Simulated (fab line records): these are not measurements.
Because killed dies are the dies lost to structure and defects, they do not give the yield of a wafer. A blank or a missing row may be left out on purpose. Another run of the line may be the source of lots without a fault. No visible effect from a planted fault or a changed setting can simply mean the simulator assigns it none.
Check of tool commonality + flow rit cmos + 14 lots and 42 wafers in the sample

## WHY IT WAS OPENED
Of 14 lots, 2 have the reading FOX1_OXIDE_THK flagged at RIT_FOX1_THK_MEAS_01. Fault-free wafers read 353 nm, with a standard deviation of 6.2.
Rule: a lot is flagged when every wafer of it that has a number lies more than 4 standard deviations from that mean, or none has a number. The other lots count as sound.

| lot  | measured    | on            | FOX1_OXIDE_THK (nm), wafer by wafer | flag    |
|------|-------------|---------------|-------------------------------------|---------|
| L646 | day 1 22:04 | film metro-04 | 361 365 363                         |         |
| L647 | day 2 04:04 | film metro-01 | 361 355 357                         |         |
| L649 | day 2 12:50 | film metro-02 | 352 355 350                         |         |
| L650 | day 2 17:58 | film metro-02 | 348 354 356                         |         |
| L651 | day 2 22:51 | film metro-01 | 346 342 350                         |         |
| L652 | day 3 04:40 | film metro-02 | 353 344 349                         |         |
| L655 | day 3 18:57 | film metro-04 | 349 350 354                         |         |
| L656 | day 3 23:56 | film metro-04 | 359 357 355                         |         |
| L657 | day 4 05:18 | film metro-01 | 341 338 339                         |         |
| L658 | day 4 09:50 | film metro-04 | 304 303 300                         | FLAGGED |
| L659 | day 4 15:12 | film metro-01 | 305 301 308                         | FLAGGED |
| L660 | day 4 19:56 | film metro-01 | 348 352 349                         |         |
| L666 | day 6 01:50 | film metro-01 | 364 363 362                         |         |
| L668 | day 6 13:23 | film metro-01 | 354 357 362                         |         |
On average the flagged lots' numbers are 304 nm, which is -50 nm against the usual, or -8 standard deviations.

## TOOL THAT RAN EACH LOT
The record holds 1 process step before the reading, out of a route of 202 steps. Read each cell as the tool, then ch plus the chambers that the sampled wafers visited, then the start.
| lot  | flag    | RIT_FOX1_OXIDATION_00        |
|------|---------|------------------------------|
| L646 |         | furnace-01 ch 0, day 1 20:44 |
| L647 |         | furnace-01 ch 0, day 2 02:45 |
| L649 |         | furnace-04 ch 0, day 2 11:32 |
| L650 |         | furnace-01 ch 0, day 2 16:39 |
| L651 |         | furnace-01 ch 0, day 2 21:32 |
| L652 |         | furnace-03 ch 0, day 3 03:22 |
| L655 |         | furnace-01 ch 0, day 3 17:38 |
| L656 |         | furnace-04 ch 0, day 3 22:38 |
| L657 |         | furnace-04 ch 0, day 4 03:59 |
| L658 | FLAGGED | furnace-04 ch 0, day 4 08:30 |
| L659 | FLAGGED | furnace-04 ch 0, day 4 13:53 |
| L660 |         | furnace-01 ch 0, day 4 18:38 |
| L666 |         | furnace-03 ch 0, day 6 00:31 |
| L668 |         | furnace-03 ch 0, day 6 12:03 |
What is done by these steps:
- RIT_FOX1_OXIDATION_00: target thk 350.7 nm, ox time 1130 s.
- RIT_FOX1_THK_MEAS_01

## FLAGGED AGAINST TOTAL, ONE TOOL AT A TIME (gauges that did the reading follow at the end)
| step                  | tool          | lots run | flagged | share of the flagged lots | sound lots run after its first flagged lot |
|-----------------------|---------------|----------|---------|---------------------------|--------------------------------------------|
| RIT_FOX1_OXIDATION_00 | furnace-01    | 6        | 0       | none                      | -                                          |
| RIT_FOX1_OXIDATION_00 | furnace-03    | 3        | 0       | none                      | -                                          |
| RIT_FOX1_OXIDATION_00 | furnace-04    | 5        | 2       | all                       | 0                                          |
| RIT_FOX1_THK_MEAS_01  | film metro-01 | 7        | 1       | some                      | 3 (L660,L666,L668)                         |
| RIT_FOX1_THK_MEAS_01  | film metro-02 | 3        | 0       | none                      | -                                          |
| RIT_FOX1_THK_MEAS_01  | film metro-04 | 4        | 1       | some                      | 0                                          |

## THE TABLE: WHAT IT ALLOWS
All flagged lots share 1 row of the table, namely furnace-04 at RIT_FOX1_OXIDATION_00.
- furnace-04 at RIT_FOX1_OXIDATION_00 ran 5 lots, 2 of them flagged. Last sound lot L657 at day 4 03:59, first flagged lot L658 at day 4 08:30; a fault beginning in between fits.
Just one tool remains: furnace-04 at RIT_FOX1_OXIDATION_00.

## WHAT THE SIMULATOR HAD INSERTED
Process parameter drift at RIT_FOX1_OXIDATION_00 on furnace-04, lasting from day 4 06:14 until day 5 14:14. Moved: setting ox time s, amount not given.
Struck lots among those shown: L658, L659. Same finding as the rule above.
